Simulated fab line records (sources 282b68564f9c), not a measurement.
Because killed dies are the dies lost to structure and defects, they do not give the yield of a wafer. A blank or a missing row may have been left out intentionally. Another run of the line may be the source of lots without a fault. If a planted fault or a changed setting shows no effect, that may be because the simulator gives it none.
A lot that was struck, set against a sound lot ; flow ritCmos ; 18 steps out of a route of 202
Sound: these wafers, L894.2, L894.3, L894.5. Wafers L903.1, L903.3, L903.5 were the ones struck. Last of all comes the cause.
Per side, at each step with rows, come the tool, then ch with its chambers, and then its first start. Under that, the readings that differ: sound wafers ; struck wafers ; difference of the means ; sigmas: that difference in standard deviations of wafers without a fault.
alike: words and numbers the same on both sides, and readings whose means are apart by under 2 such deviations; not compared: readings that were withheld, readings missing a value for some wafer, numbers with overlapping values and no deviation given by the record, and bounds like >300 which may hide the same value.
A row with sigmas, a row that says differs or no value, or rows on one side alone: a step with any of these is where the two part. Numbers that have no deviation but don't overlap get no sigmas and don't part them. Lack of a reading on every wafer of one side parts them only where that side has two or more wafers.

RIT_M1_SPUTTER_00: material Al, target thk 400 nm, time 500 s.
  sound on pvdSputter-04 at day 3 15:26; struck on pvdSputter-03 at day 5 13:04
  alike: throttleValvePct
RIT_M1_RS_MEAS_01: measures by four-point-probe.
  sound on filmMetro-02 at day 3 15:45; struck on filmMetro-01 at day 5 13:22
  alike: M1_AL_RS
RIT_M1_THK_MEAS_02: measures by xrf.
  sound on filmMetro-02 at day 3 15:52; struck on filmMetro-01 at day 5 13:29
  alike: M1_AL_THK
then, 6 steps without rows for these wafers: RIT_M1_HMDS_03 (prime time 60 s); RIT_M1_COAT_04 (resist thk 1300 nm); RIT_M1_SOFTBAKE_05 (time 60 s); RIT_M1_EXPOSE_06 (exposes mask M12, target cd 2600 nm); RIT_M1_PEB_07; RIT_M1_DEVELOP_08 (develop time 68 s).
RIT_M1_CD_MEAS_09 targets a cd of 2600 nm.
  sound on cdSem-01 at day 3 17:03; struck on cdSem-01 at day 5 14:33
  alike: cdNm
RIT_M1_OVL_MEAS_10:
  sound on overlay-01 at day 3 17:09; struck on overlay-02 at day 5 14:40
reading;sound;struck;difference;sigmas
M1_OVL (nm);-3.2 -2.5 -2.6;1.1 -0.8 2.9;+3.8;+3
then, 1 step without rows for these wafers: RIT_M1_HARDBAKE_11 (time 120 s).
RIT_M1_METAL_ETCH_12: etches Al in Cl2/BCl3, stops on SiO2, time 165 s, target depth 600 nm.
  sound on rieMetal-01 ch 0,1, day 3 17:26; struck on rieMetal-01 ch 0, day 5 15:08
reading;sound;struck;difference;sigmas
model.NOVOLAK_of_M1_COAT_04.thkNm (nm);811.7 809.4 806.8;611.5 610.7 612.7;-197.7;
model.SiO2_of_CONTACT_CVD_00.thkNm (nm);360.2 361.1 364.4;343 338.5 345.5;-20;
model.M1.featureDepthNm (nm);433.4 434.1 431.5;446 448.7 445.5;+14;
  alike: drypumpMotorCurrentA, oesProductAu, throttleValvePct
  not compared: rfHoursCounterH
then, 1 step without rows for these wafers: RIT_M1_STRIP_13 (strips in nmp, time 600 s).
RIT_M1_STRIP_14: strips in O2, time 180 s.
  sound on plasmaAsher-04 ch 0,1, day 3 17:46; struck on plasmaAsher-04 ch 0,1, day 5 15:30
  alike: drypumpMotorCurrentA
  not compared: rfHoursCounterH
RIT_M1_CD_MEAS_90 targets a cd of 2600 nm.
  sound on cdSem-01 at day 3 17:58; struck on cdSem-01 at day 5 15:40
reading;sound;struck;difference;sigmas
cdNm (nm);2604.9 2605.6 2606.4;2586.8 2589.0 2589.7;-17.1;-7
then, 1 step without rows for these wafers: RIT_M1_ANNEAL_15 (time 1800 s).
RIT_M1_PROBE_99:
  sound on prober-02 at day 3 19:44; struck on prober-02 at day 5 17:25
reading;sound;struck;difference;sigmas
model.etest.m1.widthNm (nm);2597 2607 2604;2583 2591 2588;-15;
model.etest.antennaM1.vtShiftV (V);-0.01525 -0.01361 -0.01226;-0.03068 -0.02657 -0.02823;-0.01479;
  alike: defectLimitedYield, killedAtFrontEnd, killedDies, killedOpen, killedShort, sort_bin_3_pad_short, sort_bin_5_function, sort_bin_6_memory, sortNPass, sortYieldPct
  not compared: model.etest.antennaM1.gateLog10ACm2

## WHERE THEY PART
Earliest at RIT_M1_OVL_MEAS_10; latest, in this record, at RIT_M1_CD_MEAS_90. Later steps at which nothing parts them and some readings are alike: RIT_M1_PROBE_99.

WHY: the cause the simulator had injected
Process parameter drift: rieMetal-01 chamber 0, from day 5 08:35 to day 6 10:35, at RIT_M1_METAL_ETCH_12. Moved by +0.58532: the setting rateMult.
